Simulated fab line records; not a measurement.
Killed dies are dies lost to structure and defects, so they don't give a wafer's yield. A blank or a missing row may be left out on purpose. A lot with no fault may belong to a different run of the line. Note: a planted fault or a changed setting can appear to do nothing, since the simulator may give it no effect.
fab line records | flow ritCmos
record lots=6 | wafers=18 | lastDay=7
route steps=202 shown PLDD@124 SPACER@125 NSD@131 PSD@142
lots with no fault: from the same line, run without faults
startH: start of the lot's first displayed wafer, in hours after the record's first day | waitH: hours from the lot's prior step to this one | " as in the row above | L1.1+2: a row that stands for several wafers | - no value, or no start was given | * or withheld: withheld | < > ~ a bound
route shown NAME@n: names a module that has steps shown in the file, with the first one's number in the route | usual: the fault-free wafers' mean and standard deviation | same: alike in all rows | chamber/n: place in a boat | sites: each site's reading | _std_site: the standard deviation of these | _edge_site: mean of outer sites minus mean of inner sites | radiusMm: for every site, how far away it sits from the centre of the wafer | mask NAME#n: copy n | behind: the most recent tool/chamber to have shaped the wafer | hold: why the lot was held/for how many hours/how that ended | device: which transistor (n, p or np) failed to switch | end of line: tests run on the same wafers once the route is complete | step lacking rows: just its recipe | killed: dies that structure and defects cost at the first sort, which is not the same as the wafer's yield | map: per-die view of a wafer (x killed, . not killed, _ where there is no die)
set.NAME: the run value of the setting; set.NAME@STEP: its run value at that earlier step | model.NAME: the simulator's own value behind a step, which no gauge read
a table for each step, a row for each wafer; lots at some steps of the route
services: from which hour (startH, from the record's first day; less than 0 if before it) a tool's chamber was out of use, for how many hours, and why
## steps
# step RIT_PLDD_TW_MEAS_10
# usual PLDD_TW=2331/14
lot.wafer | tool         | chamber | startH | waitH | PLDD_TW
L503.1    | filmMetro-02 | -       | 97.45  | 0.1   | 2318
L503.2    | "            | -       | "      | "     | 2318
L503.6    | "            | -       | "      | "     | 2319
L504.1    | filmMetro-04 | -       | 100.10 | 0.1   | 2340
L504.4    | "            | -       | "      | "     | 2339
L504.6    | "            | -       | "      | "     | 2336
L510.1    | filmMetro-02 | -       | 127.48 | 0.1   | 2333
L510.5    | "            | -       | "      | "     | 2320
L510.6    | "            | -       | "      | "     | 2324
L512.2    | filmMetro-02 | -       | 139.01 | 0.1   | 2305
L512.4    | "            | -       | "      | "     | 2310
L512.5    | "            | -       | "      | "     | 2318
L513.1    | filmMetro-04 | -       | 144.33 | 0.1   | 2354
L513.3    | "            | -       | "      | "     | 2347
L513.4    | "            | -       | "      | "     | 2337
L515.2    | filmMetro-04 | -       | 154.95 | 0.1   | 2337
L515.3    | "            | -       | "      | "     | 2349
L515.5    | "            | -       | "      | "     | 2341
# step RIT_SPACER_CLEAN_00
# recipe chemistry=SC1 | mix=3:3:50 | timeS=600 | tempC=75
# step RIT_SPACER_CLEAN_01
# recipe chemistry=dHF | dilution=50:1 | timeS=30
# step RIT_SPACER_CLEAN_02
# recipe chemistry=SC2 | mix=3:3:50 | timeS=600 | tempC=75 | dry=n2Spin
# step RIT_SPACER_CVD_03
# recipe material=Si3N4 | targetThkNm=250 | tempC=810 | precursor=SiH2Cl2/NH3 | timeS=3300 | pressureMtorr=300 | sih2cl2FlowSccm=60 | nh3FlowSccm=150
# step RIT_SPACER_THK_MEAS_04
# recipe reads=Si3N4_of_SPACER_CVD_03
# usual SPACER_NITRIDE_THK=249.9/2.5
lot.wafer | tool         | chamber | startH | waitH | SPACER_NITRIDE_THK[nm]
L503.1    | filmMetro-04 | -       | 99.82  | 0.0   | 245.8
L503.2    | "            | -       | "      | "     | 249.0
L503.6    | "            | -       | "      | "     | 246.0
L504.1    | filmMetro-04 | -       | 102.51 | 0.0   | 247.1
L504.4    | "            | -       | "      | "     | 250.9
L504.6    | "            | -       | "      | "     | 246.9
L510.1    | filmMetro-03 | -       | 129.82 | 0.0   | 252.1
L510.5    | "            | -       | "      | "     | 253.1
L510.6    | "            | -       | "      | "     | 252.5
L512.2    | filmMetro-02 | -       | 141.37 | 0.0   | 248.8
L512.4    | "            | -       | "      | "     | 251.6
L512.5    | "            | -       | "      | "     | 249.6
L513.1    | filmMetro-03 | -       | 146.69 | 0.0   | 246.6
L513.3    | "            | -       | "      | "     | 249.1
L513.4    | "            | -       | "      | "     | 247.2
L515.2    | filmMetro-03 | -       | 157.73 | 0.0   | 251.8
L515.3    | "            | -       | "      | "     | 251.6
L515.5    | "            | -       | "      | "     | 251.7
# step RIT_SPACER_ETCHBACK_05
# recipe targetDepthA=2500 | SF6_flow_sccm=30 | CHF3_flow_sccm=30 | target=Si3N4 | chemistry=SF6/CHF3 | pressureMtorr=40 | rfW=250 | timeS=240 | stopOn=SiO2
# usual drypumpMotorCurrentA=5.5/0.38 | oesProductAu=0.842/0.013 | throttleValvePct=10.25/0.13
# same timeS=240
lot.wafer | tool       | chamber | startH | waitH | drypumpMotorCurrentA | oesProductAu | rfHoursCounterH | throttleValvePct
L503.1    | rieDiel-01 | 3       | 99.88  | 0.1   | 5.3                  | 0.818        | 151             | 10.15
L503.2    | "          | 2       | "      | "     | 5.6                  | 0.845        | 14              | 10.38
L503.6    | "          | 2       | "      | "     | 5.6                  | 0.840        | -               | 10.38
L504.1    | rieDiel-03 | 3       | 102.57 | 0.1   | 5.9                  | 0.839        | 128             | 10.35
L504.4    | "          | 2       | "      | "     | 5.4                  | 0.854        | 126             | 10.25
L504.6    | "          | 0       | "      | "     | 5.9                  | 0.823        | -               | 10.35
L510.1    | rieDiel-04 | 2       | 129.88 | 0.1   | 5.6                  | 0.834        | 67              | 10.25
L510.5    | "          | 1       | "      | "     | 5.6                  | 0.830        | -               | 10.35
L510.6    | "          | 2       | "      | "     | 5.6                  | 0.834        | -               | 10.26
L512.2    | rieDiel-01 | 3       | 141.42 | 0.0   | 5.2                  | 0.835        | 152             | 10.17
L512.4    | "          | 1       | "      | "     | 4.8                  | 0.863        | -               | 10.04
L512.5    | "          | 2       | "      | "     | 5.6                  | 0.855        | -               | 10.37
L513.1    | rieDiel-03 | 0       | 146.75 | 0.1   | 5.9                  | 0.827        | 5               | 10.36
L513.3    | "          | 1       | "      | "     | 5.9                  | 0.846        | 4               | 10.43
L513.4    | "          | 3       | "      | "     | 6.0                  | 0.826        | 129             | 10.34
L515.2    | rieDiel-03 | 0       | 157.78 | 0.0   | 5.9                  | 0.828        | 5               | 10.37
L515.3    | "          | 2       | "      | "     | 5.4                  | 0.855        | 127             | 10.23
L515.5    | "          | 3       | "      | "     | 6.0                  | 0.849        | -               | 10.36
# step RIT_NSD_HMDS_00
# recipe primeTimeS=60 | primeTempC=140
# step RIT_NSD_COAT_01
# recipe resist=NOVOLAK | spinRpm=3292 | resistThkNm=1000
# step RIT_NSD_SOFTBAKE_02
# recipe resist=NOVOLAK | tempC=90 | timeS=60
# step RIT_NSD_EXPOSE_03
# recipe maskId=M9 | na=0.57 | targetCdNm=40700 | doseMj=250
# step RIT_NSD_PEB_04
# recipe resist=NOVOLAK | tempC=withheld | timeS=withheld
# step RIT_NSD_DEVELOP_05
# recipe resist=NOVOLAK | developTimeS=50 | devTempC=23
# usual chillPlateTempC=22.99/0.12
lot.wafer | tool          | chamber | startH | waitH | chillPlateTempC
L503.1    | lithoTrack-02 | 0       | 100    | -     | 23.03
L503.2    | "             | 0       | "      | "     | 23.01
L503.6    | "             | 0       | "      | "     | 23.07
L504.1    | lithoTrack-04 | 0       | 103    | -     | 22.94
L504.4    | "             | 0       | "      | "     | 23.17
L504.6    | "             | 0       | "      | "     | 23.17
L510.1    | lithoTrack-04 | 0       | 130    | -     | 22.94
L510.5    | "             | 0       | "      | "     | 22.98
L510.6    | "             | 0       | "      | "     | 22.88
L512.2    | lithoTrack-04 | 0       | 142    | -     | 22.77
L512.4    | "             | 0       | "      | "     | 23.00
L512.5    | "             | 0       | "      | "     | 22.83
L513.1    | lithoTrack-03 | 0       | 147    | -     | 22.94
L513.3    | "             | 0       | "      | "     | 22.87
L513.4    | "             | 0       | "      | "     | 23.04
L515.2    | lithoTrack-02 | 0       | 158    | -     | 23.09
L515.3    | "             | 0       | "      | "     | 23.16
L515.5    | "             | 0       | "      | "     | 23.10
# step RIT_NSD_OVL_MEAS_06
# usual NSD_OVL=-1.5/1.4
lot.wafer | tool       | chamber | startH | waitH | NSD_OVL[nm]
L503.1    | overlay-02 | -       | 100.88 | -     | -0.7
L503.2    | "          | -       | "      | "     | -2.2
L503.6    | "          | -       | "      | "     | -2.8
L504.1    | overlay-01 | -       | 103.57 | -     | 0.2
L504.4    | "          | -       | "      | "     | -0.7
L504.6    | "          | -       | "      | "     | 0.8
L510.1    | overlay-01 | -       | 130.88 | -     | -1.5
L510.5    | "          | -       | "      | "     | 2.6
L510.6    | "          | -       | "      | "     | -0.4
L512.2    | overlay-02 | -       | 142.55 | -     | -1.9
L512.4    | "          | -       | "      | "     | -0.8
L512.5    | "          | -       | "      | "     | -0.3
L513.1    | overlay-02 | -       | 147.87 | -     | -4.6
L513.3    | "          | -       | "      | "     | -2.1
L513.4    | "          | -       | "      | "     | -1.8
L515.2    | overlay-02 | -       | 158.91 | -     | 0.4
L515.3    | "          | -       | "      | "     | -1.4
L515.5    | "          | -       | "      | "     | -1.7
# step RIT_NSD_HARDBAKE_07
# recipe resist=NOVOLAK | tempC=140.4 | timeS=60
# step RIT_NSD_IMPLANT_08
# recipe species=P | energyKev=25 | doseCm2=1e+15 | tiltDeg=7
# step RIT_NSD_STRIP_09
# recipe chemistry=O2 | timeS=180 | resist=NOVOLAK | platenTempC=withheld | powerW=500 | pressureMtorr=4000 | o2FlowSccm=4000
# usual drypumpMotorCurrentA=5.8/0.62
# same timeS=180
lot.wafer | tool           | chamber | startH | waitH | drypumpMotorCurrentA | rfHoursCounterH
L503.1    | plasmaAsher-03 | 1       | 101.22 | 0.1   | 6.2                  | 43
L503.2    | "              | 0       | "      | "     | 4.9                  | 43
L503.6    | "              | 0       | "      | "     | 4.9                  | -
L504.1    | plasmaAsher-03 | 0       | 103.92 | 0.1   | 4.9                  | 44
L504.4    | "              | 0       | "      | "     | 4.9                  | -
L504.6    | "              | 0       | "      | "     | 4.9                  | -
L510.1    | plasmaAsher-03 | 0       | 131.22 | 0.1   | 4.9                  | 47
L510.5    | "              | 0       | "      | "     | 4.9                  | -
L510.6    | "              | 1       | "      | "     | 6.2                  | -
L512.2    | plasmaAsher-04 | 0       | 142.88 | 0.1   | 5.7                  | 36
L512.4    | "              | 0       | "      | "     | 5.7                  | -
L512.5    | "              | 0       | "      | "     | 5.7                  | -
L513.1    | plasmaAsher-01 | 1       | 148.21 | 0.1   | 5.9                  | 3
L513.3    | "              | 1       | "      | "     | 5.9                  | -
L513.4    | "              | 0       | "      | "     | 6.6                  | -
L515.2    | plasmaAsher-04 | 0       | 159.24 | 0.1   | 5.7                  | 38
L515.3    | "              | 0       | "      | "     | 5.7                  | -
L515.5    | "              | 0       | "      | "     | 5.7                  | -
# step RIT_NSD_TW_MEAS_10
# usual NSD_TW=3088/16
lot.wafer | tool         | chamber | startH | waitH | NSD_TW
L503.1    | filmMetro-02 | -       | 101.39 | 0.1   | 3086
L503.2    | "            | -       | "      | "     | 3093
L503.6    | "            | -       | "      | "     | 3071
L504.1    | filmMetro-01 | -       | 104.09 | 0.1   | 3095
L504.4    | "            | -       | "      | "     | 3092
L504.6    | "            | -       | "      | "     | 3089
L510.1    | filmMetro-01 | -       | 131.39 | 0.1   | 30
L510.5    | "            | -       | "      | "     | 30
L510.6    | "            | -       | "      | "     | 30
L512.2    | filmMetro-02 | -       | 143.07 | 0.1   | 30
L512.4    | "            | -       | "      | "     | 30
L512.5    | "            | -       | "      | "     | 30
L513.1    | filmMetro-02 | -       | 148.38 | 0.1   | 3073
L513.3    | "            | -       | "      | "     | 3049
L513.4    | "            | -       | "      | "     | 3059
L515.2    | filmMetro-04 | -       | 159.42 | 0.1   | 3115
L515.3    | "            | -       | "      | "     | 3130
L515.5    | "            | -       | "      | "     | 3127
# step RIT_PSD_HMDS_00
# recipe primeTimeS=60 | primeTempC=140
## services
tool           | chamber | startH | hours | kind
rieDiel-01     | 2       | 79.53  | 13.4  | repair
rieDiel-01     | -       | 97.25  | 0.4   | repair
rieDiel-04     | 3       | 101.56 | 2.8   | repair
plasmaAsher-01 | -       | 108.75 | 9.0   | pm
plasmaAsher-01 | 0       | 108.75 | 9.0   | ventCycle
plasmaAsher-01 | 1       | 108.75 | 9.0   | ventCycle
plasmaAsher-01 | 0       | 117.75 | -     | clean
plasmaAsher-01 | 1       | 117.75 | -     | clean
rieDiel-01     | 0       | 117.90 | -     | clean
rieDiel-01     | 0       | 117.90 | 27.2  | scheduledDown
rieDiel-01     | 0       | 117.90 | 27.2  | ventCycle
rieDiel-01     | -       | 124.09 | 14.6  | pm
rieDiel-03     | 2       | 124.61 | 3.4   | repair
rieDiel-03     | -       | 131.40 | 2.8   | pm
rieDiel-03     | 2       | 134.94 | 1.3   | repair
rieDiel-01     | 3       | 147.81 | -     | clean
## key
firstSign step=RIT_NSD_TW_MEAS_10 | reading=NSD_TW | direction=down | sigmas=99+ | usual=3088 | struck=30
effect none on later readings
metAt RIT_NSD_DEVELOP_05
struckWafers L510.1,L510.5,L510.6,L512.2,L512.4,L512.5
sortLeftOut L510.1,L510.5,L510.6,L512.2,L512.4,L512.5
testerLeftOut L510,L512
onsetBetween 103 130
fault kind=processParameterDrift | tool=lithoTrack-04 | chamber=- | onsetH=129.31 | steps=RIT_NSD_DEVELOP_05 | channel=developTimeS | offset=* | shape=step | endH=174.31 | actsIn=* | stated=*
# testerLeftOut: of these lots the tester's yield and bins aren't shown, on N5 and GAA mostly nor the transistor test; their killed dies are dies lost to structure and defects alone, not to doping, threshold or leakage, so they don't give the yield
# sortLeftOut: the simulated sort isn't trusted on such a fault, so these wafers' sort isn't shown, and their yield isn't known
